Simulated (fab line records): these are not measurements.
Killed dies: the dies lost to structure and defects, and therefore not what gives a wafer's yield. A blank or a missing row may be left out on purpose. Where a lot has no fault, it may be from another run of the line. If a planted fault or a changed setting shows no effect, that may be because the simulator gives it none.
2 desks, one fault    flow berkeley cmos170    what lay behind the numbers comes last; until then each desk has only its own

FOR THE TOOL OWNER'S DESK: rie diel-01
The tool's own readings at UCB170_V1_ETCH_14 (etches SiO2 in CHF3/CF4/Ar, stops on Al, target depth 1250 nm, time 291 s): means of the sampled wafers that have a number, for each lot that ran on this tool. The brackets show how far a lot's mean lies from the usual mean; more than 4 standard deviations puts the lot out of limits, marked OUT.
Columns: A = chamber pressure mTorr at UCB170_V1_ETCH_14, usual 200.01 mTorr; B = drypump motor current A at UCB170_V1_ETCH_14, usual 5.7 A; C = oes product au at UCB170_V1_ETCH_14, usual 0.874 a.u.; D = throttle valve pct at UCB170_V1_ETCH_14, usual 6.97 %
lot   first seen here  A       B    C      D
L609  day 8 03:31      200.00  5.8  0.886  6.95
L612  day 9 04:53      200.04  5.8  0.877  6.90
L614  day 9 12:43      199.89  5.6  0.879  6.95
L616  day 9 13:16      200.10  5.7  0.869  6.97
L615  day 9 16:42      200.16  5.6  0.871  6.90
L617  day 10 06:24     199.93  5.7  0.885  6.89
L619  day 10 12:40     199.93  5.6  0.882  6.96
This desk found nothing out of limits on any of the 7 lots.

THE METROLOGY DESK
Means of the sampled wafers that have a number, per lot and without regard to the tool the lot ran on: this is what the gauges read. The brackets show how far a lot's mean lies from the usual mean; more than 4 standard deviations puts the lot out of limits, marked OUT.
Columns: A = M3_AL_RS at UCB170_M3_RS_MEAS_02, usual 0.0323 ohm/sq
lot   first seen here  A
L606  day 7 23:58      0.0321
L605  day 8 00:10      0.0323
L610  day 8 08:10      0.0321
L609  day 8 09:54      0.0329
L608  day 8 10:01      0.0317
L607  day 8 10:07      0.0326
L612  day 9 12:06      0.0326
L614  day 9 19:06      0.0322
L616  day 9 19:41      0.0325
L615  day 9 22:50      0.0324
L617  day 10 12:47     0.0325
L619  day 10 18:23     0.0321
L621  day 11 00:45     0.0321
L628  day 12 10:14     0.0321
This desk found nothing out of limits on any of the 14 lots.

BROUGHT TOGETHER
The tool owner's desk saw nothing out of limits.
From the metrology desk's view, nothing was out of limits.

WHAT WAS PUT IN BY THE SIMULATOR
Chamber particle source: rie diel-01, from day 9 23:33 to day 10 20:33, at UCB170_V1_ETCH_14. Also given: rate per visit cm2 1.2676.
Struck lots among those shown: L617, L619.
